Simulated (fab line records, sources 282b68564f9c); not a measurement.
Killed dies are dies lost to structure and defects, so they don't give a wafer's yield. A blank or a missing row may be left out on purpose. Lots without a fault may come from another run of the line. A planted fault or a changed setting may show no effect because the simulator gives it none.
fab line records | flow rit_cmos
record lots=6 wafers=18 last_day=6
route steps=202 shown PRETRO@72 GATE@75 FOX2@80
lots that met no fault: from a run of the same line without faults
start_h: hours from the record's first day to the start of the lot's first wafer shown | wait_h: hours since the lot's step before | " the same as in the row above | L1.1+2: a row that stands for several wafers | - no value, or no start given | * or withheld: withheld | < > ~ a bound
route shown NAME@n: a module of which the file shows steps, and the number in the route of the first | usual: mean/standard deviation of fault-free wafers | same: alike in all rows | chamber/n: place in a boat | sites: the reading at each site | _std_site: their standard deviation | _edge_site: outer sites' mean less inner sites' | radius_mm: how far each site lies from the wafer's centre | mask NAME#n: copy n | behind: the tool/chamber that last shaped the wafer | hold: why the lot was held/for how many hours/how that ended | device: the transistor (n, p or np) that didn't switch | end of line: the same wafers' tests at the end of the route | a step without rows: its recipe alone | killed: dies lost to structure and defects at the first sort, not the wafer's yield | map: a wafer's dies, x killed, . not, _ none there
set.NAME: the setting as run; set.NAME@STEP: as run at that earlier step | model.NAME: the simulator's own value behind a step, which no gauge read
lots at some steps of the route; a table a step, a row a wafer
services: from which hour (start_h, from the record's first day; less than 0 if before it) a tool's chamber was out of use, for how many hours, and why
## steps
# step RIT_PRETRO_IMPLANT_08
# recipe species=B energy_kev=45 dose_cm2=1.2e+13 tilt_deg=7
# step RIT_PRETRO_STRIP_09
# recipe chemistry=O2 time_s=180 resist=NOVOLAK platen_temp_c=withheld power_w=500 pressure_mtorr=4000 o2_flow_sccm=4000
# usual drypump_motor_current_A=6.0/0.49
# columns lot.wafer tool chamber start_h wait_h drypump_motor_current_A rf_hours_counter_h
L304.3 plasma_asher-02 1 41.10 0.1 5.6 -
L304.4 " 0 " " 5.5 -
L304.6 " 1 " " 5.7 -
L307.1 plasma_asher-02 1 57.74 0.1 5.7 39
L307.5 " 0 " " 5.5 -
L307.6 " 1 " " 5.7 -
L308.3 plasma_asher-04 1 62.53 0.1 6.6 -
L308.5 " 1 " " 6.6 -
L308.6 " 0 " " 6.4 -
L310.1 plasma_asher-02 0 74.41 0.1 5.4 40
L310.2 " 1 " " 5.7 40
L310.6 " 1 " " 5.6 -
L311.1 plasma_asher-04 0 78.63 0.1 6.4 30
L311.2 " 1 " " 6.6 30
L311.6 " 0 " " 6.4 -
L321.3 plasma_asher-04 1 128.45 0.1 6.7 -
L321.4 " 0 " " 6.4 -
L321.6 " 1 " " 6.6 -
# step RIT_PRETRO_TW_MEAS_10
# usual PRETRO_TW=475.3/2.7
# columns lot.wafer tool chamber start_h wait_h PRETRO_TW
L304.3 film_metro-04 - 41.24 0.1 477.1
L304.4 " - " " 476.3
L304.6 " - " " 477.8
L307.1 film_metro-01 - 57.91 0.1 477.2
L307.5 " - " " 477.6
L307.6 " - " " 478.2
L308.3 film_metro-03 - 62.67 0.1 480.2
L308.5 " - " " 480.0
L308.6 " - " " 481.7
L310.1 film_metro-03 - 74.59 0.1 476.8
L310.2 " - " " 477.8
L310.6 " - " " 480.2
L311.1 film_metro-03 - 78.81 0.1 477.4
L311.2 " - " " 480.6
L311.6 " - " " 481.8
L321.3 film_metro-04 - 128.59 0.1 473.8
L321.4 " - " " 473.9
L321.6 " - " " 475.0
# step RIT_GATE_WET_ETCH_00
# recipe chemistry=BOE target=SiO2 target_depth_nm=56 time_s=60 dry=n2_spin dilution=10:1 temp_c=21.5
# step RIT_GATE_CLEAN_01
# recipe chemistry=SC1 mix=3:3:50 time_s=600 temp_c=75
# step RIT_GATE_CLEAN_02
# recipe chemistry=dHF dilution=50:1 time_s=30
# step RIT_GATE_CLEAN_03
# recipe chemistry=SC2 mix=3:3:50 time_s=600 temp_c=75 dry=n2_spin
# step RIT_GATE_CLEAN_04
# recipe chemistry=dHF dilution=50:1 time_s=60 dry=n2_spin
# step RIT_FOX2_THK_MEAS_91
# recipe reads=SiO2_of_FOX2_OXIDATION_00
# usual FIELD_OXIDE_LEFT_2_THK=258/7
# columns lot.wafer tool chamber start_h wait_h FIELD_OXIDE_LEFT_2_THK[nm]
L304.3 film_metro-03 - 41.76 0.0 277
L304.4 " - " " 280
L304.6 " - " " 270
L307.1 film_metro-01 - 58.39 0.0 268
L307.5 " - " " 274
L307.6 " - " " 272
L308.3 film_metro-01 - 63.16 0.0 263
L308.5 " - " " 259
L308.6 " - " " 261
L310.1 film_metro-01 - 75.07 0.0 259
L310.2 " - " " 255
L310.6 " - " " 261
L311.1 film_metro-01 - 79.31 0.0 268
L311.2 " - " " 267
L311.6 " - " " 263
L321.3 film_metro-02 - 129.07 0.0 255
L321.4 " - " " 258
L321.6 " - " " 253
# step RIT_GATE_OXIDATION_05
# recipe temp_c=900 ambient=O2 target_thk_a=30 ox_time_s=270
# step RIT_GATE_ANNEAL_06
# recipe temp_c=900 time_s=600 ambient=N2O
# step RIT_GATE_THK_MEAS_07
# recipe reads=SiO2_of_GATE_OXIDATION_05
# usual GATE_OXIDE_THK=3.02/0.072
# columns lot.wafer tool chamber start_h wait_h GATE_OXIDE_THK[nm]
L304.3 film_metro-01 - 43.40 0.0 3.03
L304.4 " - " " 3.06
L304.6 " - " " 2.95
L307.1 film_metro-03 - 59.77 0.0 2.99
L307.5 " - " " 2.94
L307.6 " - " " 2.95
L308.3 film_metro-01 - 65.13 0.0 3.05
L308.5 " - " " 3.07
L308.6 " - " " 3.00
L310.1 film_metro-01 - 77.30 0.0 3.12
L310.2 " - " " 3.06
L310.6 " - " " 3.08
L311.1 film_metro-02 - 80.69 0.0 3.11
L311.2 " - " " 3.03
L311.6 " - " " 3.07
L321.3 film_metro-01 - 130.46 0.0 2.96
L321.4 " - " " 2.91
L321.6 " - " " 2.99
# step RIT_GATE_CVD_08
# recipe material=poly-Si target_thk_nm=250 temp_c=610 precursor=SiH4 time_s=2220 pressure_mtorr=300 sih4_flow_sccm=100
# columns lot.wafer tool chamber start_h wait_h
L304.3+4+6 lpcvd-01 1 43.44 0.0
L307.1+5+6 lpcvd-01 1 59.83 0.1
L308.3+5+6 lpcvd-01 1 65.17 0.0
L310.1+2+6 lpcvd-02 0 77.85 0.5
L311.1+2+6 lpcvd-01 1 80.75 0.1
L311.1+2+6 lpcvd-01 1 84.28 1.9
L321.3+4+6 lpcvd-02 0 130.50 0.0
L321.3+4+6 lpcvd-02 0 132.28 0.2
# step RIT_GATE_THK_MEAS_09
# recipe reads=poly-Si_of_GATE_CVD_08
# usual GATE_POLY_THK=251.7/2.2
# columns lot.wafer tool chamber start_h wait_h GATE_POLY_THK[nm]
L304.3 film_metro-01 - 45.08 0.0 249.2
L304.4 " - " " 245.5
L304.6 " - " " 249.7
L307.1 film_metro-01 - 61.45 0.0 251.1
L307.5 " - " " 251.5
L307.6 " - " " 252.0
L308.3 film_metro-01 - 66.80 0.0 250.5
L308.5 " - " " 251.7
L308.6 " - " " 249.1
L310.1 film_metro-03 - 79.47 0.0 246.7
L310.2 " - " " 250.1
L310.6 " - " " 248.0
L311.1 film_metro-03 - 85.90 0.0 509.8
L311.2 " - " " 508.3
L311.6 " - " " 504.4
L321.3 film_metro-03 - 133.92 0.0 502.2
L321.4 " - " " 503.4
L321.6 " - " " 505.8
# step RIT_GATE_HMDS_10
# recipe prime_time_s=60 prime_temp_c=140
# step RIT_GATE_COAT_11
# recipe resist=NOVOLAK spin_rpm=4250 resist_thk_nm=850
# step RIT_GATE_SOFTBAKE_12
# recipe resist=NOVOLAK temp_c=90 time_s=60
# step RIT_GATE_EXPOSE_13
# recipe mask_id=M6 na=0.6 source_shape=conventional sigma_outer=0.6 target_cd_nm=150 dose_mj=380
# step RIT_GATE_PEB_14
# recipe resist=NOVOLAK temp_c=withheld time_s=withheld
# step RIT_GATE_DEVELOP_15
# recipe resist=NOVOLAK develop_time_s=50 dev_temp_c=23
# step RIT_GATE_CD_MEAS_16
# recipe target_cd_nm=150
# usual cd_nm=150.2/2.5
# columns lot.wafer tool chamber start_h wait_h cd_nm
L304.3 cd_sem-02 - 46.00 - 154.8
L304.4 " - " " 154.2
L304.6 " - " " 153.0
L307.1 cd_sem-02 - 62.36 - 146.3
L307.5 " - " " 147.8
L307.6 " - " " 149.1
L308.3 cd_sem-02 - 67.73 - 146.4
L308.5 " - " " 146.1
L308.6 " - " " 145.7
L310.1 cd_sem-02 - 80.55 - 151.2
L310.2 " - " " 150.0
L310.6 " - " " 152.3
L311.1 cd_sem-02 - 87.32 - 152.0
L311.2 " - " " 152.5
L311.6 " - " " 151.0
L321.3 cd_sem-02 - 135.05 - 145.4
L321.4 " - " " 147.7
L321.6 " - " " 149.6
# step RIT_GATE_OVL_MEAS_17
# usual GATE_OVL=0.2/1.3
# columns lot.wafer tool chamber start_h wait_h GATE_OVL[nm]
L304.3 overlay-02 - 46.10 0.1 -0.3
L304.4 " - " " -0.2
L304.6 " - " " -0.5
L307.1 overlay-01 - 62.48 0.1 -0.4
L307.5 " - " " -1.7
L307.6 " - " " 1.0
L308.3 overlay-01 - 67.83 0.1 1.2
L308.5 " - " " 1.3
L308.6 " - " " 1.0
L310.1 overlay-01 - 80.67 0.1 3.2
L310.2 " - " " 1.5
L310.6 " - " " 0.4
L311.1 overlay-02 - 87.44 0.1 1.4
L311.2 " - " " 2.3
L311.6 " - " " 2.1
L321.3 overlay-01 - 135.14 0.1 1.2
L321.4 " - " " -1.1
L321.6 " - " " -0.6
# step RIT_GATE_HARDBAKE_18
# recipe resist=NOVOLAK temp_c=140 time_s=60
# step RIT_GATE_ETCH_19
# recipe chemistry=SF6/CHF3/O2 time_s=165 SF6_flow_sccm=30 CHF3_flow_sccm=30 O2_flow_sccm=5 target=poly-Si pressure_mtorr=40 rf_w=160 target_depth_a=3125 over_etch_frac=0.25 stop_on=SiO2
# usual SF6_flow_sccm=30.01/0.093 drypump_motor_current_A=5.8/0.48 oes_product_au=0.848/0.014 throttle_valve_pct=10.18/0.099
# columns lot.wafer tool chamber start_h wait_h SF6_flow_sccm drypump_motor_current_A oes_product_au rf_hours_counter_h throttle_valve_pct model.GATE.feature_depth_nm model.etch.depth_nm
L304.3 rie_si-02 0 46.27 0.1 30.11 5.7 0.855 23 10.19 249.4 249.4
L304.4 " 2 " " 29.91 5.1 0.832 57 10.15 245.6 245.6
L304.6 " 0 " " 29.93 5.7 0.852 - 10.19 249.8 249.8
L307.1 rie_si-01 2 62.67 0.1 29.79 6.1 0.851 53 10.17 251 251
L307.5 " 0 " " 30.04 6.0 0.844 - 10.12 251.4 251.4
L307.6 " 3 " " 29.99 6.1 0.855 - 10.28 251.9 251.9
L308.3 rie_si-02 1 68.17 0.1 30.13 6.5 0.858 126 10.05 250.6 250.6
L308.5 " 1 " " 29.96 6.5 0.864 - 10.05 251.7 251.7
L308.6 " 0 " " 30.05 5.7 0.838 - 10.20 249 249
L310.1 rie_si-02 2 80.85 0.1 30.11 5.1 0.836 57 10.13 246.7 246.7
L310.2 " 0 " " 29.93 5.7 0.854 24 10.20 250 250
L310.6 " 3 " " 30.00 5.0 0.846 - 10.38 248.1 248.1
L311.1 rie_si-01 0 87.66 0.1 29.93 6.1 0.988 75 10.12 311 311
L311.2 " 1 " " 30.00 6.0 0.955 18 10.10 306.8 306.8
L311.6 " 1 " " 29.98 6.0 0.954 - 10.12 308.8 308.8
L321.3 rie_si-01 3 135.37 0.1 29.92 6.0 1.005 56 10.26 310.3 310.3
L321.4 " 0 " " 29.97 6.1 0.990 76 10.11 312.6 312.6
L321.6 " 2 " " 30.04 6.1 1.011 - 10.16 314.7 314.7
# step RIT_GATE_STRIP_20
# recipe chemistry=O2 time_s=180 resist=NOVOLAK platen_temp_c=withheld power_w=500 pressure_mtorr=4000 o2_flow_sccm=4000
# usual drypump_motor_current_A=6.2/0.54
# columns lot.wafer tool chamber start_h wait_h drypump_motor_current_A rf_hours_counter_h
L304.3 plasma_asher-01 1 46.44 0.1 6.3 -
L304.4 " 0 " " 5.3 -
L304.6 " 1 " " 6.3 -
L307.1 plasma_asher-03 0 62.78 0.1 6.7 43
L307.5 " 1 " " 5.5 -
L307.6 " 0 " " 6.7 -
L308.3 plasma_asher-01 0 68.33 0.1 5.3 -
L308.5 " 1 " " 6.3 -
L308.6 " 0 " " 5.3 -
L310.1 plasma_asher-04 1 80.96 0.1 6.7 30
L310.2 " 0 " " 6.4 30
L310.6 " 0 " " 6.4 -
L311.1 plasma_asher-04 1 89.84 2.1 6.6 31
L311.2 " 0 " " 6.4 31
L311.6 " 1 " " 6.6 -
L321.3 plasma_asher-01 0 135.53 0.1 5.3 -
L321.4 " 1 " " 6.3 -
L321.6 " 1 " " 6.3 -
## services
# columns tool chamber start_h hours kind
rie_si-02 2 27.13 6.7 repair
plasma_asher-03 - 29.45 3.2 repair
rie_si-01 - 32.78 0.2 repair
rie_si-01 2 76.69 7.6 repair
lpcvd-02 - 79.90 28.1 pm
plasma_asher-02 - 108.75 9.0 pm
plasma_asher-02 0 108.75 9.0 vent_cycle
plasma_asher-02 1 108.75 9.0 vent_cycle
plasma_asher-04 - 114.73 0.3 repair
plasma_asher-04 - 115.27 2.3 repair
plasma_asher-03 - 117.44 8.2 repair
plasma_asher-02 0 117.75 - clean
plasma_asher-02 1 117.75 - clean
## key
first_sign step=RIT_GATE_CVD_08 reading=visit direction=added
effect step=RIT_GATE_THK_MEAS_09 reading=GATE_POLY_THK direction=up sigmas=99+ usual=251.7 struck=505.7
effect step=RIT_GATE_ETCH_19 reading=oes_product_au direction=up sigmas=10 usual=0.848 struck=0.984
model_effect step=RIT_GATE_ETCH_19 value=GATE.feature_depth_nm without=250.9 struck=310.7
met_at RIT_GATE_CVD_08
struck_wafers L311.1,L311.2,L311.6,L321.3,L321.4,L321.6
later_rows_left_out L311.1,L311.2,L311.6,L321.3,L321.4,L321.6
sort_left_out L311.1,L311.2,L311.6,L321.3,L321.4,L321.6
tester_left_out L311,L321
fault kind=repeated_step_whole tool=lpcvd-01,lpcvd-02 chamber=- onset_h=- steps=RIT_GATE_CVD_08 times=1 scope=struck_lots_only
# tester_left_out: of these lots the tester's yield and bins aren't shown, on N5 and GAA mostly nor the transistor test; their killed dies are dies lost to structure and defects alone, not to doping, threshold or leakage, so they don't give the yield
# sort_left_out: the simulated sort isn't trusted on such a fault, so these wafers' sort isn't shown, and their yield isn't known
# later_rows_left_out: the simulator's readings of these wafers behind a module that went badly wrong aren't trusted and aren't shown, but for the sort
